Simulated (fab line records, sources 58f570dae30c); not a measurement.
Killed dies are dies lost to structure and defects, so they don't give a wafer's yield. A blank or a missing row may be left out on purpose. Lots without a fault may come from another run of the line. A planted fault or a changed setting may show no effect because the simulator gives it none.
fab line records | flow berkeley_cmos170
record lots=5 wafers=15 last_day=16
route steps=331 shown FIELD@89 SACOX@97 SCREENOX@100
lots that met no fault: from a run of the same line without faults
start_h: hours from the record's first day to the start of the lot's first wafer shown | wait_h: hours since the lot's step before | " the same as in the row above | L1.1+2: a row that stands for several wafers | - no value, or no start given | * or withheld: withheld | < > ~ a bound
route shown NAME@n: a module of which the file shows steps, and the number in the route of the first | usual: mean/standard deviation of fault-free wafers | same: alike in all rows | chamber/n: place in a boat | sites: the reading at each site | _std_site: their standard deviation | _edge_site: outer sites' mean less inner sites' | radius_mm: how far each site lies from the wafer's centre | mask NAME#n: copy n | behind: the tool/chamber that last shaped the wafer | hold: why the lot was held/for how many hours/how that ended | device: the transistor (n, p or np) that didn't switch | end of line: the same wafers' tests at the end of the route | a step without rows: its recipe alone | killed: dies lost to structure and defects at the first sort, not the wafer's yield | map: a wafer's dies, x killed, . not, _ none there
set.NAME: the setting as run; set.NAME@STEP: as run at that earlier step | model.NAME: the simulator's own value behind a step, which no gauge read
lots at some steps of the route; a table a step, a row a wafer
services: from which hour (start_h, from the record's first day; less than 0 if before it) a tool's chamber was out of use, for how many hours, and why
## steps
# step UCB170_FIELD_CLEAN_00
# recipe chemistry=dHF dilution=25:1 time_s=7.5
# same time_s=7.5
# columns lot.wafer tool chamber start_h wait_h
L078.1+4+5 wet_bench-02 0 122.73 0.1
L084.3+4+5 wet_bench-01 3 158.90 1.9
L088.1+3+5 wet_bench-03 0 166.93 1.4
L090.1+3+6 wet_bench-01 1 175.34 2.4
L096.1+2+5 wet_bench-01 3 203.14 1.7
# step UCB170_FIELD_OXIDATION_01
# recipe temp_c=1000 ambient=H2O p_h2o_torr=584.62 target_thk_a=5583 ox_time_s=7200
# usual spike_tc_centre_C=1002.8/1.1
# columns lot.wafer tool chamber start_h wait_h spike_tc_centre_C
L078.1 furnace-01 0 124.86 2.1 1003.1
L078.4 " 0 " " 1001.6
L078.5 " 0 " " 1004.4
L084.3 furnace-02 0 162.42 3.5 1002.8
L084.4 " 0 " " 1003.8
L084.5 " 0 " " 1001.9
L088.1 furnace-04 0 171.19 4.2 1001.4
L088.3 " 0 " " 1003.4
L088.5 " 0 " " 1004.4
L090.1 furnace-02 0 178.27 2.9 1003.4
L090.3 " 0 " " 1001.1
L090.6 " 0 " " 1001.3
L096.1 furnace-01 0 208.89 5.7 1003.2
L096.2 " 0 " " 1004.9
L096.5 " 0 " " 1003.9
# step UCB170_FIELD_THK_MEAS_02
# recipe reads=SiO2_of_FIELD_OXIDATION_01
# usual FIELD_OXIDE_THK=553/13
# columns lot.wafer tool chamber start_h wait_h FIELD_OXIDE_THK[nm]
L078.1 film_metro-04 - 127.86 0.0 554
L078.4 " - " " 550
L078.5 " - " " 558
L084.3 film_metro-01 - 165.44 0.0 552
L084.4 " - " " 555
L084.5 " - " " 553
L088.1 film_metro-03 - 174.19 0.0 534
L088.3 " - " " 539
L088.5 " - " " 543
L090.1 film_metro-03 - 181.27 0.0 556
L090.3 " - " " 559
L090.6 " - " " 545
L096.1 film_metro-01 - 211.89 0.0 559
L096.2 " - " " 556
L096.5 " - " " 548
# step UCB170_FIELD_ANNEAL_03
# recipe temp_c=1000 time_s=1200 ambient=N2
# usual spike_tc_centre_C=1002.7/1.1
# same time_s=1200
# columns lot.wafer tool chamber start_h wait_h spike_tc_centre_C
L078.1 furnace-01 0 132.27 4.4 1003.5
L078.4 " 0 " " 1002.3
L078.5 " 0 " " 1002.4
L084.3 furnace-01 0 170.30 4.9 1003.5
L084.4 " 0 " " 1004.1
L084.5 " 0 " " 1002.5
L088.1 furnace-04 0 178.19 4.0 1001.7
L088.3 " 0 " " 1002.6
L088.5 " 0 " " 1003.0
L090.1 furnace-01 0 185.10 3.8 1002.8
L090.3 " 0 " " 1002.9
L090.6 " 0 " " 1004.1
L096.1 furnace-04 0 217.20 5.3 1002.6
L096.2 " 0 " " 1001.2
L096.5 " 0 " " 1002.1
# step UCB170_FIELD_WET_ETCH_04
# recipe chemistry=dHF dilution=10:1 target=SiO2 temp_c=25 time_s=60
# same time_s=60
# columns lot.wafer tool chamber start_h wait_h
L078.1+4+5 wet_bench-01 2 133.61 0.0
L084.3+4+5 wet_bench-01 3 171.80 0.2
L088.1+3+5 wet_bench-03 1 179.52 0.0
L090.1+3+6 wet_bench-01 1 186.89 0.5
L096.1+2+5 wet_bench-03 2 218.53 0.0
# step UCB170_FIELD_WET_ETCH_05
# recipe chemistry=H3PO4 target=Si3N4 temp_c=160 time_s=12600
# same time_s=12600
# columns lot.wafer tool chamber start_h wait_h
L078.1+4+5 wet_bench-01 1 133.63 0.0
L084.3+4+5 wet_bench-01 2 171.83 0.0
L088.1+3+5 wet_bench-03 1 179.55 0.0
L090.1+3+6 wet_bench-01 1 186.93 0.0
L096.1+2+5 wet_bench-01 0 218.55 0.0
# step UCB170_FIELD_WET_ETCH_06
# recipe chemistry=BOE dilution=5:1 target=SiO2 temp_c=25 time_s=22
# same time_s=22
# columns lot.wafer tool chamber start_h wait_h
L078.1+4+5 wet_bench-03 0 137.14 0.0
L084.3+4+5 wet_bench-01 0 175.41 0.1
L088.1+3+5 wet_bench-03 1 183.57 0.2
L090.1+3+6 wet_bench-02 3 190.76 0.0
L096.1+2+5 wet_bench-02 1 222.06 0.0
# step UCB170_FIELD_THK_MEAS_90
# recipe reads=SiO2_of_FIELD_OXIDATION_01
# usual FIELD_OXIDE_LEFT_1_THK=436/12
# columns lot.wafer tool chamber start_h wait_h FIELD_OXIDE_LEFT_1_THK[nm]
L078.1 film_metro-03 - 137.15 0.0 437
L078.4 " - " " 433
L078.5 " - " " 441
L084.3 film_metro-04 - 175.49 0.1 435
L084.4 " - " " 439
L084.5 " - " " 436
L088.1 film_metro-03 - 183.58 0.0 417
L088.3 " - " " 422
L088.5 " - " " 425
L090.1 film_metro-03 - 190.77 0.0 440
L090.3 " - " " 442
L090.6 " - " " 430
L096.1 film_metro-04 - 222.08 0.0 442
L096.2 " - " " 439
L096.5 " - " " 431
# step UCB170_SACOX_CLEAN_00
# recipe chemistry=dHF dilution=25:1 time_s=7.5
# same time_s=7.5
# columns lot.wafer tool chamber start_h wait_h
L078.1+4+5 wet_bench-03 2 137.21 0.1
L084.3+4+5 wet_bench-03 1 177.64 2.1
L088.1+3+5 wet_bench-03 0 183.77 0.2
L090.1+3+6 wet_bench-02 1 190.83 0.1
L096.1+2+5 wet_bench-02 2 222.14 0.1
# step UCB170_SACOX_OXIDATION_01
# recipe temp_c=900 ambient=O2 target_thk_a=144 ox_time_s=2400
# usual spike_tc_centre_C=902.8/1.1
# columns lot.wafer tool chamber start_h wait_h spike_tc_centre_C
L078.1 furnace-02 0 142.45 5.2 902.1
L078.4 " 0 " " 904.3
L078.5 " 0 " " 905.3
L084.3 furnace-01 0 180.59 2.9 902.6
L084.4 " 0 " " 902.1
L084.5 " 0 " " 901.9
L088.1 furnace-02 0 186.52 2.7 902.4
L088.3 " 0 " " 903.6
L088.5 " 0 " " 902.8
L090.1 furnace-01 0 195.37 4.5 902.2
L090.3 " 0 " " 903.0
L090.6 " 0 " " 905.7
L096.1 furnace-04 0 223.71 1.6 904.0
L096.2 " 0 " " 901.7
L096.5 " 0 " " 902.4
# step UCB170_SACOX_THK_MEAS_02
# recipe reads=SiO2_of_SACOX_OXIDATION_01
# usual SACOX_OXIDE_THK=14.3/0.35
# columns lot.wafer tool chamber start_h wait_h SACOX_OXIDE_THK[nm]
L078.1 film_metro-03 - 144.12 0.0 13.9
L078.4 " - " " 13.8
L078.5 " - " " 13.7
L084.3 film_metro-04 - 182.33 0.1 14.7
L084.4 " - " " 14.5
L084.5 " - " " 14.2
L088.1 film_metro-04 - 188.19 0.0 14.3
L088.3 " - " " 14.3
L088.5 " - " " 14.5
L090.1 film_metro-04 - 197.04 0.0 14.7
L090.3 " - " " 14.4
L090.6 " - " " 14.6
L096.1 film_metro-02 - 225.47 0.1 14.0
L096.2 " - " " 14.2
L096.5 " - " " 14.1
# step UCB170_SCREENOX_WET_ETCH_00
# recipe chemistry=dHF dilution=25:1 target=SiO2 temp_c=25 time_s=200
# same time_s=200
# columns lot.wafer tool chamber start_h wait_h
L078.1+4+5 wet_bench-04 1 144.18 0.1
L084.3+4+5 wet_bench-01 0 182.47 0.1
L088.1+3+5 wet_bench-04 2 188.25 0.1
L090.1+3+6 wet_bench-02 3 197.22 0.2
L096.1+2+5 wet_bench-04 2 225.53 0.1
# step UCB170_SCREENOX_OXIDATION_01
# recipe temp_c=900 ambient=O2 target_thk_a=144 ox_time_s=2400
# usual spike_tc_centre_C=902.6/1.1
# columns lot.wafer tool chamber start_h wait_h spike_tc_centre_C
L078.1 furnace-01 0 150.07 5.8 903.5
L078.4 " 0 " " 904.4
L078.5 " 0 " " 901.7
L084.3 furnace-04 0 186.30 3.8 902.8
L084.4 " 0 " " 901.9
L084.5 " 0 " " 903.2
L088.1 furnace-02 0 191.02 2.7 901.6
L088.3 " 0 " " 904.2
L088.5 " 0 " " 902.8
L090.1 furnace-04 0 200.07 2.8 901.3
L090.3 " 0 " " 901.6
L090.6 " 0 " " 902.1
L096.1 furnace-01 0 227.30 1.7 902.2
L096.2 " 0 " " 903.6
L096.5 " 0 " " 905.4
# step UCB170_SCREENOX_THK_MEAS_02
# recipe reads=SiO2_of_SCREENOX_OXIDATION_01
# usual SCREENOX_OXIDE_THK=14.22/0.22
# columns lot.wafer tool chamber start_h wait_h SCREENOX_OXIDE_THK[nm]
L078.1 film_metro-02 - 151.74 0.0 13.74
L078.4 " - " " 13.90
L078.5 " - " " 13.71
L084.3 film_metro-04 - 187.99 0.0 14.09
L084.4 " - " " 14.40
L084.5 " - " " 14.13
L088.1 film_metro-02 - 192.69 0.0 14.22
L088.3 " - " " 14.29
L088.5 " - " " 14.36
L090.1 film_metro-04 - 201.75 0.0 14.11
L090.3 " - " " 14.18
L090.6 " - " " 14.02
L096.1 film_metro-02 - 228.97 0.0 14.37
L096.2 " - " " 14.33
L096.5 " - " " 14.27
# step UCB170_SCREENOX_ANNEAL_03
# recipe temp_c=900 time_s=900 ambient=N2
# usual spike_tc_centre_C=902.5/1.1
# same time_s=900
# columns lot.wafer tool chamber start_h wait_h spike_tc_centre_C
L078.1 furnace-04 0 156.09 4.3 902.8
L078.4 " 0 " " 901.5
L078.5 " 0 " " 902.7
L084.3 furnace-04 0 190.72 2.7 904.0
L084.4 " 0 " " 903.1
L084.5 " 0 " " 903.2
L088.1 furnace-04 0 196.07 3.4 902.8
L088.3 " 0 " " 901.2
L088.5 " 0 " " 902.2
L090.1 furnace-02 0 202.54 0.8 902.3
L090.3 " 0 " " 903.5
L090.6 " 0 " " 900.7
L096.1 furnace-01 0 234.80 5.8 902.3
L096.2 " 0 " " 901.2
L096.5 " 0 " " 902.0
## services
# columns tool chamber start_h hours kind
wet_bench-04 - 124.63 4.4 pm
furnace-01 - 164.44 3.3 pm
furnace-02 - 169.67 4.3 pm
wet_bench-03 - 192.54 1.7 repair
furnace-02 - 227.91 3.5 pm
## key
fault none
